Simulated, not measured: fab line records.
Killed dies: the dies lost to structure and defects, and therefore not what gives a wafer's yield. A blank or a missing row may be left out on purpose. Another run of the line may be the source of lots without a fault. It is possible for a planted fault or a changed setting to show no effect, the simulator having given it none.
The same fault as seen by 2 desks | flow berkeley-cmos170 | numbers are kept per desk, each desk with only its own; the story behind them comes last

FOR THE TOOL OWNER'S DESK: rie-diel-03
The tool's own readings at UCB170_M3_ETCH_17 (etches BARC in N2/H2): means of the sampled wafers that have a number, for each lot that ran on this tool. If a lot's mean is further than 4 standard deviations from the usual mean, the lot is out of limits and carries the mark OUT (the distance appears in the brackets).
Columns: A = drypump-motor-current-A at UCB170_M3_ETCH_17, usual 5.9 A; B = oes-product-au at UCB170_M3_ETCH_17, usual 0.991 a.u.; C = throttle-valve-pct at UCB170_M3_ETCH_17, usual 13.25 %
lot  | first seen here | A   | B               | C
L891 | day 9 00:01     | 5.8 | 0.978           | 13.41
L907 | day 12 01:51    | 5.6 | 1.328 (+14) OUT | 13.25
L910 | day 12 08:02    | 5.8 | 1.331 (+14) OUT | 13.23
This desk finds L907, L910 out of limits, L907 being first, at day 12 01:51 (oes-product-au at UCB170_M3_ETCH_17). Within limits: L891.

FROM THE METROLOGY DESK
Lot by lot, what the gauges showed, no matter which tool ran the lot: averages of those sampled wafers that carry a number. If a lot's mean is further than 4 standard deviations from the usual mean, the lot is out of limits and carries the mark OUT (the distance appears in the brackets).
Columns: A = cd-nm at UCB170_M3_CD_MEAS_15, usual 699.8 nm; B = M3_OVL at UCB170_M3_OVL_MEAS_16, usual -1 nm
lot  | first seen here | A     | B
L891 | day 8 23:55     | 699.6 | -3
L895 | day 9 10:29     | 699.8 | -6
L907 | day 12 01:41    | 701.5 | 6
L910 | day 12 07:55    | 700.2 | -2
L911 | day 13 09:29    | 701.7 | 0
L914 | day 13 15:50    | 699.1 | -10
This desk's verdict: no lot among the 6 shows anything out of limits.

PUT TOGETHER
At day 12 01:51, on L907, L910, the tool owner's desk was in a position to raise an alarm.
The metrology desk saw nothing out of limits.
The metrology desk holds a record of L907, L910, inside its limits.
Of the lots named, all ran UCB170_M3_ETCH_17 on rie-diel-03.

WHAT THE SIMULATOR HAD PUT IN
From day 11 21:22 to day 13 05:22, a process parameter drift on rie-diel-03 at UCB170_M3_ETCH_17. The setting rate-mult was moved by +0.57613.
Struck lots among those shown: L907, L910.
Hours from the fault's start to each desk's first reading out of limits: the tool owner's desk, 4.
